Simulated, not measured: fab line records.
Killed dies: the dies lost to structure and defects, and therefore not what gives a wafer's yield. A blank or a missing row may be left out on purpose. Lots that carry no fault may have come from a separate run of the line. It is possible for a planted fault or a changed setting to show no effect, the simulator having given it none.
Struck lot and sound lot, side by side + flow rit_cmos + 14 steps out of a route of 202
Sound: the wafers L509.1, L509.2, L509.6. Wafers L520.1, L520.2, L520.3 were the ones struck. The cause comes at the end.
For every step that has rows: the tool of each side, followed by ch and its chambers, followed by its first start. Under that, the readings that differ: sound wafers + struck wafers + difference of the means + sigmas: that difference in standard deviations of wafers without a fault.
alike: readings with means less than 2 such deviations apart, plus words and numbers identical on both sides. not compared: withheld readings, readings lacking a value on some wafer, bounds such as >300 that could conceal the same value, and numbers that have no deviation in the record and whose values overlap.
A row with sigmas, a row that says differs or no value, or rows on one side alone: a step with any of these is where the two part. Numbers that don't overlap but have no deviation are shown without sigmas and don't part them. A reading missing from all wafers of one side parts the sides only when that side holds two or more wafers.

RIT_ACTIVE_BOW_MEAS_00:
  sound on film_metro-02, day 2 11:00; struck on film_metro-04, day 4 18:00
  alike: INCOMING_BOW
then, 1 step without rows for these wafers: RIT_ACTIVE_OXIDATION_01 (target thk 46.8 nm, ox time 3360 s).
RIT_ACTIVE_THK_MEAS_02:
  sound on film_metro-04, day 2 13:03; struck on film_metro-03, day 4 20:03
  alike: ACTIVE_OXIDE_THK
then, 1 step without rows for these wafers: RIT_ACTIVE_CVD_03 (deposits Si3N4 from SiH2Cl2/NH3, target thk 150 nm, time 1500 s).
RIT_ACTIVE_THK_MEAS_04:
  sound on film_metro-04, day 2 14:32; struck on film_metro-04, day 4 21:32
  alike: ACTIVE_NITRIDE_THK
then, 5 steps without rows for these wafers: RIT_ACTIVE_HMDS_05 (prime time 60 s); RIT_ACTIVE_COAT_06 (resist thk 1007 nm); RIT_ACTIVE_SOFTBAKE_07 (time 60 s); RIT_ACTIVE_EXPOSE_08 (exposes mask M1, target cd 1400 nm); RIT_ACTIVE_PEB_09.
RIT_ACTIVE_DEVELOP_10: develop time 50 s.
  sound on litho_track-03 ch 0, day 2 15:00; struck on litho_track-02 ch 0, day 4 22:00
| reading              | sound             | struck            | difference | sigmas |
|----------------------|-------------------|-------------------|------------|--------|
| developer_temp_C (C) | 23.06 22.89 23.04 | 25.35 25.33 25.27 | +2.32      | +24    |
RIT_ACTIVE_CD_MEAS_11: target cd 1400 nm.
  sound on cd_sem-01, day 2 15:26; struck on cd_sem-02, day 4 22:26
  alike: cd_nm
then, 1 step without rows for these wafers: RIT_ACTIVE_HARDBAKE_12 (time 60 s).
RIT_M1_PROBE_99:
  sound on prober-01, day 4 11:40; struck on prober-01, day 6 18:00
  alike: killed_at_contacts, killed_at_front_end, killed_dies, killed_open, killed_short

WHERE THEY PART
Within this record, at RIT_ACTIVE_DEVELOP_10 only. Later steps at which nothing parts them and some readings are alike: RIT_ACTIVE_CD_MEAS_11, RIT_M1_PROBE_99.

WHY: what the simulator had put in
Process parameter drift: litho_track-02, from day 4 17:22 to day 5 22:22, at RIT_ACTIVE_DEVELOP_10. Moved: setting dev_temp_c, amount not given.
